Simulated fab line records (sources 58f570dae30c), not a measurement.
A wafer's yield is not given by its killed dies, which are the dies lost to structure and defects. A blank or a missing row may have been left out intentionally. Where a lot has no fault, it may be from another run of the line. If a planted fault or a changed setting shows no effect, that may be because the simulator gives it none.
What tool caused it?    flow berkeley cmos170    42 wafers from 14 lots sampled at 3 of the route's 331 steps

## WHAT THE GAUGES READ, wafer by wafer
UCB170_V1_CD_MEAS_12 targets a cd of 700 nm.
lot   measured      on         cd nm (nm)
L824  day 7 21:24   cd sem-01  699.9 701.9 701.0
L825  day 7 22:15   cd sem-02  700.7 699.8 700.3
L827  day 8 09:29   cd sem-01  700.1 699.9 699.7
L831  day 9 01:39   cd sem-02  702.1 703.9 703.6
L833  day 9 17:23   cd sem-01  700.5 700.9 699.6
L836  day 10 03:41  cd sem-02  697.9 697.8 699.6
L837  day 10 17:10  cd sem-02  703.3 703.4 700.5
L842  day 10 23:59  cd sem-01  702.6 700.2 701.5
L838  day 11 00:03  cd sem-02  701.2 699.1 700.0
L843  day 11 02:18  cd sem-02  700.7 700.9 699.7
L844  day 11 22:47  cd sem-02  698.2 700.2 698.2
L846  day 12 07:10  cd sem-01  702.5 701.8 702.4
L845  day 12 11:17  cd sem-01  700.6 700.1 700.1
L847  day 12 21:44  cd sem-02  701.8 703.7 703.4

UCB170_V2_OVL_MEAS_13.
lot   measured      on          V2_OVL (nm)
L824  day 8 04:28   overlay-01  1 -5 5
L825  day 8 04:50   overlay-01  10 3 8
L827  day 8 14:46   overlay-01  8 2 5
L831  day 9 07:51   overlay-02  -1 -2 5
L833  day 10 00:50  overlay-02  -2 -1 -4
L836  day 10 09:50  overlay-02  4 5 6
L837  day 10 22:11  overlay-01  3 -1 3
L842  day 11 05:35  overlay-02  3 4 2
L838  day 11 05:52  overlay-01  8 2 4
L843  day 11 07:54  overlay-02  -1 2 4
L844  day 12 09:06  overlay-02  -1 -3 -9
L846  day 12 13:46  overlay-01  4 4 2
L845  day 12 16:54  overlay-01  5 0 5
L847  day 13 03:28  overlay-02  0 5 12

## EACH LOT AND THE TOOL THAT RAN IT (in order: tool; ch and the chambers of the sampled wafers; start)
lot   UCB170_M2_STRIP_07
L824  plasma asher-04 ch 0,1, day 7 22:49
L825  plasma asher-03 ch 0,1, day 7 23:58
L827  plasma asher-02 ch 0,1, day 8 10:48
L831  plasma asher-02 ch 0,1, day 9 03:11
L833  plasma asher-02 ch 0, day 9 18:43
L836  plasma asher-02 ch 0,1, day 10 05:00
L837  plasma asher-04 ch 0,1, day 10 18:31
L842  plasma asher-03 ch 0,1, day 11 01:28
L838  plasma asher-02 ch 0,1, day 11 01:28
L843  plasma asher-04 ch 0,1, day 11 03:38
L844  plasma asher-03 ch 0,1, day 12 00:21
L846  plasma asher-04 ch 0,1, day 12 08:49
L845  plasma asher-02 ch 0,1, day 12 12:37
L847  plasma asher-04 ch 1, day 12 23:03
- UCB170_M2_STRIP_07: strips in O2.

## AS READ BY THE TOOLS THEMSELVES (means over the sampled wafers that have a number; for cases with no such wafer, the mark the record gives instead)
UCB170_M2_STRIP_07.
lot   tool             drypump motor current A (A)  oes product au (a.u.)  strip time to endpoint s (s)
L824  plasma asher-04  5.71                         0.739                  21.92
L825  plasma asher-03  5.66                         0.735                  21.96
L827  plasma asher-02  5.74                         0.731                  21.88
L831  plasma asher-02  5.87                         0.734                  21.82
L833  plasma asher-02  6.00                         0.735                  21.99
L836  plasma asher-02  5.75                         0.733                  21.99
L837  plasma asher-04  5.79                         0.738                  22.05
L842  plasma asher-03  5.86                         0.737                  21.98
L838  plasma asher-02  5.75                         0.736                  21.99
L843  plasma asher-04  5.77                         0.735                  21.96
L844  plasma asher-03  5.88                         0.736                  21.97
L846  plasma asher-04  5.72                         0.732                  21.92
L845  plasma asher-02  5.88                         0.735                  21.99
L847  plasma asher-04  5.66                         0.739                  21.89

## THE ANSWER, worked out from the rows above alone
Rule: the lots themselves supply what counts as usual. Put in order of their means at a reading, lots are off if they are a third of the lots or fewer, leave a main group of 4 or more, and stand apart from it by a gap of 3 or more times the standard deviation of the main group's means; of several such gaps the widest counts. If all means in a main group match to the digits the tables above print for the reading, that group is not used. Also off: a lot with no number at a reading for which 4 or more lots have one. Any other lot the step has rows for is counted as sound. The gauges are gone through in route order, then the tools' own readings, and for those a lot's mean is taken as printed above. The first step at which some lot is off is used, and at that step the reading that is off furthest; a lot without a number counts as furthest.
None of the lots is off at any reading shown; this tells nothing.

## WHAT THE SIMULATOR HAD PUT IN
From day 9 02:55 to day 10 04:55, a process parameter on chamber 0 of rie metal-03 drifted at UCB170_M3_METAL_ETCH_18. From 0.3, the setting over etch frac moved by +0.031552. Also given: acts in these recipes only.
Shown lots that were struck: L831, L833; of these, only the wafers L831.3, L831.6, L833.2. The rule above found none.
